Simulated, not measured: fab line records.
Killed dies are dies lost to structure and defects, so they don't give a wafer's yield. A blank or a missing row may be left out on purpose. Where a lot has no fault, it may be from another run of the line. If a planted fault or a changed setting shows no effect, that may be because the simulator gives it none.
Problem report in the 8D (eight disciplines) form, filled by code	flow berkeley-cmos170	the parts of the form that need people (team, actions taken, sign-off) are left out

1. THE ISSUE
chamber-pressure-mTorr at UCB170_M2_METAL_ETCH_18 reads a mean of 14.397 mTorr on 3 wafers of 2 lots; wafers without a fault read 12.001 mTorr with a standard deviation of 0.011. So: +99 or more standard deviations from the usual mean.
The step: etches Al in Cl2/BCl3, stops on SiO2, target depth 1170 nm, time 195 s.
First observed at day 9 11:41: wafer L481.5, on rie-metal-01. At this step, 18 wafers from 6 lots have a number in the record. The rule behind "out" and "out of limits": a value lying over 4 standard deviations away from the usual mean. The rest of the wafers with a number are treated as sound.

2. WHAT THIS IS AND IS NOT
question	is	is not
which readings at this step	chamber-pressure-mTorr	drypump-motor-current-A, throttle-valve-pct
which lots	L481, L486	L495, L497, L500, L501
which wafers of those lots	L481.5, L486.2, L486.3	L481.3, L481.6, L486.4
read on which tools	rie-metal-01	rie-metal-04
when	from day 9 11:41	up to then (2 sound wafers); but 13 sound wafers of L486, L495, L497, L500, L501 came after

3. WHAT RULES OUT EACH SUSPECT
Counting: any tool at a process step up to the reading remains a suspect provided it ran every lot that is out. Sound lots after the first of them don't rule it out here, since some wafers of a struck lot are sound.
- plasma-asher-01 at UCB170_M2_STRIP_07 (strips in O2): kept. It ran every lot that is out, first L481 (day 9 10:00).
- rie-metal-01 at UCB170_M2_METAL_ETCH_18 (etches Al in Cl2/BCl3, stops on SiO2, target depth 1170 nm, time 195 s): kept. It ran every lot that is out, first L481 (day 9 11:41). Out on those wafers are its own readings of chamber-pressure-mTorr.
- The sound lot-mates ran in chamber 0 of rie-metal-01 at UCB170_M2_METAL_ETCH_18, but the wafers that are out ran in chamber 1.
The count leaves rie-metal-01 at UCB170_M2_METAL_ETCH_18 and plasma-asher-01 at UCB170_M2_STRIP_07.

4. THE CAUSE (what the simulator had put in)
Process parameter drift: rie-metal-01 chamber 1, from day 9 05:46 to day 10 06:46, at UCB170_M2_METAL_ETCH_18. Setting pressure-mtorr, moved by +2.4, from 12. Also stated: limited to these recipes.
Of the 2 suspects that counting leaves, this tool is one.

5. THE CHAIN OF EFFECTS, in route order
Each row: a reading whose mean over the struck wafers that have a number lies more than 3 standard deviations from the usual. Only readings whose record carries a usual standard deviation are examined. hours: median over the lots of the time between each lot's start at the first step of this table that gives one and its start at this step. sigmas: the change, counted in usual standard deviations.
hours	step	reading	usual	on struck wafers	change	sigmas
0	UCB170_M2_METAL_ETCH_18	chamber-pressure-mTorr	12.001 mTorr	14.397	+2.396	+99 or more
The process steps in it:
- UCB170_M2_METAL_ETCH_18: etches Al in Cl2/BCl3, stops on SiO2, target depth 1170 nm, time 195 s.

6. WHAT WOULD HAVE CAUGHT IT SOONER
In this record no reading fell out of limits until day 9 11:41, 6 hours after the fault had begun at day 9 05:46.
